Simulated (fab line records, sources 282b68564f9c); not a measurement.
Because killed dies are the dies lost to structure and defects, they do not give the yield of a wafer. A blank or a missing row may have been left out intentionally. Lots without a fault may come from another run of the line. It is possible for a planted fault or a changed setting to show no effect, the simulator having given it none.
Which of the tools did it? :: flow rit cmos :: 6 lots, 18 wafers sampled, at 2 steps of a route of 202

== WHAT THE GAUGES READ, wafer by wafer ==
RIT_NSD_OVL_MEAS_06.
lot: L565
measured: day 3 11:59
on: overlay-02
NSD_OVL (nm): -0.8 1.2 -0.5

lot: L568
measured: day 4 09:29
on: overlay-01
NSD_OVL (nm): 0.6 0.0 0.0

lot: L572
measured: day 5 03:53
on: overlay-01
NSD_OVL (nm): 1.1 -0.7 -0.3

lot: L577
measured: day 5 22:33
on: overlay-02
NSD_OVL (nm): 1.2 1.9 2.9

lot: L579
measured: day 6 12:36
on: overlay-02
NSD_OVL (nm): -0.2 0.5 1.6

lot: L585
measured: day 8 07:27
on: overlay-02
NSD_OVL (nm): -1.9 -1.4 -0.9

== WHAT TOOL EACH LOT RAN ON (gives the tool, then ch and the chambers of the sampled wafers, and finally the start) ==
lot: L565
RIT_NSD_EXPOSE_03: iline stepper-01 ch 0, day 3 11:31

lot: L568
RIT_NSD_EXPOSE_03: iline stepper-01 ch 0, day 4 09:07

lot: L572
RIT_NSD_EXPOSE_03: iline stepper-02 ch 0, day 5 03:29

lot: L577
RIT_NSD_EXPOSE_03: iline stepper-01 ch 0, day 5 22:10

lot: L579
RIT_NSD_EXPOSE_03: iline stepper-02 ch 0, day 6 12:12

lot: L585
RIT_NSD_EXPOSE_03: iline stepper-02 ch 0, day 8 07:03
- RIT_NSD_EXPOSE_03: exposes mask M9, target cd 40700 nm.

== THE ANSWER, worked out from the rows above alone ==
Rule: usual is defined by the lots themselves. The widest of any qualifying gaps counts: lots, ordered by their means at a reading, are off when they make up no more than a third of the lots, leave a main group of 4 or more, and stand apart from it by 3 or more times the standard deviation of that group's means. A main group whose means are all the same, to the digits that the tables above print for the reading, isn't used. A lot without any number at a reading at which 4 lots or more have one is off too. Where the step has rows for the other lots, those lots are counted as sound.
No lot is off on any of the readings shown, so nothing can be concluded from this.

== WHAT WAS PUT IN BY THE SIMULATOR ==
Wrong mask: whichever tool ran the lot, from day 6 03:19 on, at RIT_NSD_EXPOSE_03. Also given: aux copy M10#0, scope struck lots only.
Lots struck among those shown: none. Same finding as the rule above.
